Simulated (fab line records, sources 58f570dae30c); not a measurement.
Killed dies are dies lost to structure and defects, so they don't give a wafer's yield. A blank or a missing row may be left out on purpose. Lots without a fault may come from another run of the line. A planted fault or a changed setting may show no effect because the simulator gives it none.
One fault seen from 2 desks | flow berkeley_cmos170 | each desk has only its own numbers; what lay behind them comes last

THE METROLOGY DESK
What the gauges read, lot by lot, whatever tool the lot ran on: means of the sampled wafers that have a number. A lot is out of limits, marked OUT, if its mean lies more than 4 standard deviations from the usual mean; the brackets give that distance.
Columns: A = cd_nm at UCB170_M2_CD_MEAS_15, usual 700.0 nm; B = M2_OVL at UCB170_M2_OVL_MEAS_16, usual 4 nm; C = cd_nm at UCB170_M2_CD_MEAS_90, usual 701 nm
lot  | first seen here | A     | B  | C
L272 | day 8 07:47     | 699.8 | 3  | 699
L274 | day 9 22:37     | 701.8 | 8  | 708
L275 | day 9 23:51     | 699.5 | 0  | 699
L277 | day 10 00:22    | 698.1 | 7  | 705
L276 | day 10 00:37    | 702.4 | -2 | 710
L282 | day 10 19:29    | 699.8 | 9  | 696
L284 | day 10 23:04    | 701.0 | -2 | 698
L286 | day 11 21:25    | 700.8 | 4  | 698
L287 | day 12 07:12    | 699.7 | 1  | 694
L288 | day 12 07:31    | 699.8 | 2  | 704
L290 | day 12 17:19    | 701.3 | 8  | 700
L293 | day 12 17:41    | 700.1 | 7  | 697
L291 | day 12 22:05    | 700.9 | -4 | 700
L294 | day 15 01:00    | 697.8 | 6  | 700
This desk's finding: nothing out of limits on any of the 14 lots.

THE TOOL OWNER'S DESK: plasma_asher-03
The tool's own readings at UCB170_NSD_STRIP_09 (strips in O2): means of the sampled wafers that have a number, for each lot that ran on this tool. A lot is out of limits, marked OUT, if its mean lies more than 4 standard deviations from the usual mean; the brackets give that distance.
Columns: A = drypump_motor_current_A at UCB170_NSD_STRIP_09, usual 5.55 A; B = oes_product_au at UCB170_NSD_STRIP_09, usual 0.534 a.u.; C = strip_time_to_endpoint_s at UCB170_NSD_STRIP_09, usual 35.81 s
lot  | first seen here | A    | B     | C
L277 | day 9 04:21     | 5.62 | 0.532 | 35.75
L284 | day 10 03:26    | 5.62 | 0.539 | 35.83
L286 | day 11 00:34    | 5.67 | 0.533 | 35.81
L294 | day 14 02:40    | 5.53 | 0.534 | 35.77
This desk's finding: nothing out of limits on any of the 4 lots.

PUT TOGETHER
The metrology desk saw nothing out of limits.
The tool owner's desk saw nothing out of limits.

WHAT THE SIMULATOR HAD PUT IN
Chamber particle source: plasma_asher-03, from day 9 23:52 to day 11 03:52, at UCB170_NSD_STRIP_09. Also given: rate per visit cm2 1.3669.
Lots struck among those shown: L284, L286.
